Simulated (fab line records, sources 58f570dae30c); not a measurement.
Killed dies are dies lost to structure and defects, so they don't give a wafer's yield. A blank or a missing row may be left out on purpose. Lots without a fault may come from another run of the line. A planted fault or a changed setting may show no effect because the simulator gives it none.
Problem report in the 8D (eight disciplines) form, filled by code | flow berkeley_cmos170 | the parts of the form that need people (team, actions taken, sign-off) are left out

1. THE PROBLEM
oes_product_au at UCB170_M1_METAL_ETCH_12 reads a mean of 0.767 a.u. on 2 wafers of 2 lots; wafers without a fault read 0.856 a.u. with a standard deviation of 0.015. That is -5.9 standard deviations from the usual mean.
The step: etches Al in Cl2/BCl3, stops on PSG, target depth 780 nm, time 130 s.
First seen on wafer L997.2, day 10 06:11, on rie_metal-04. The record holds 42 wafers of 14 lots with a number at this step. Rule for "out", or "out of limits": more than 4 standard deviations from the usual mean. The other wafers with a number count as sound.

2. WHAT IT IS AND WHAT IT IS NOT
question                    | is                | is not
which readings at this step | oes_product_au    | chamber_pressure_mTorr, drypump_motor_current_A, throttle_valve_pct
which lots                  | L996, L997        | L981, L985, L986, L987, L988, L989, L990, L992, L993, L994, L995, L998
which wafers of those lots  | L996.1, L997.2    | L996.2, L996.3, L997.3, L997.5
read on which tools         | rie_metal-04      | rie_metal-01, rie_metal-02
when                        | from day 10 06:11 | up to then (35 sound wafers); but 5 sound wafers of L996, L998 came after

3. SUSPECTS, AND WHAT RULES EACH OUT
Counting: a tool at a process step up to the reading stays a suspect if it ran every lot that is out. Sound lots after the first of them don't rule it out here, since some wafers of a struck lot are sound.
- rie_metal-04 at UCB170_M1_METAL_ETCH_12 (etches Al in Cl2/BCl3, stops on PSG, target depth 780 nm, time 130 s): kept. It ran every lot that is out, first L997 (day 10 06:11); its last sound lot up to then is L995 (day 10 03:41). Its own readings are out on those wafers: oes_product_au.
- Within rie_metal-04 at UCB170_M1_METAL_ETCH_12: the wafers that are out ran in chamber 1; their sound lot-mates ran in chamber 0.
Left after counting: rie_metal-04 at UCB170_M1_METAL_ETCH_12.

4. THE CAUSE (what the simulator had put in)
Process parameter drift: rie_metal-04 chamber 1, from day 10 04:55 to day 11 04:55, at UCB170_M1_METAL_ETCH_12. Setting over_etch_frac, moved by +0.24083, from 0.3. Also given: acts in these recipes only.
Counting left only this tool.

5. THE CHAIN OF EFFECTS, in route order
Each row: a reading whose mean over the struck wafers that have a number lies more than 3 standard deviations from the usual. Only readings for which the record gives a usual standard deviation are gone through. hours: the time from each lot's start at the first step in this table that gives one to its start at this step, as a median over the lots. sigmas: the change in usual standard deviations.
hours | step                    | reading        | usual      | on struck wafers | change | sigmas
0     | UCB170_M1_METAL_ETCH_12 | oes_product_au | 0.856 a.u. | 0.767            | -0.089 | -5.9
0     | UCB170_M1_STRIP_13      | oes_product_au | 0.721 a.u. | 0.702            | -0.019 | -4.5
0     | UCB170_M1_CD_MEAS_90    | cd_nm          | 699.9 nm   | 692.7            | -7.2   | -3.3
The process steps in it:
- UCB170_M1_METAL_ETCH_12: etches Al in Cl2/BCl3, stops on PSG, target depth 780 nm, time 130 s.
- UCB170_M1_STRIP_13: strips in O2.

6. WHAT WOULD HAVE CAUGHT IT SOONER
In this record the first reading out of limits was taken at day 10 06:11, 1 hour after the fault began at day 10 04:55.
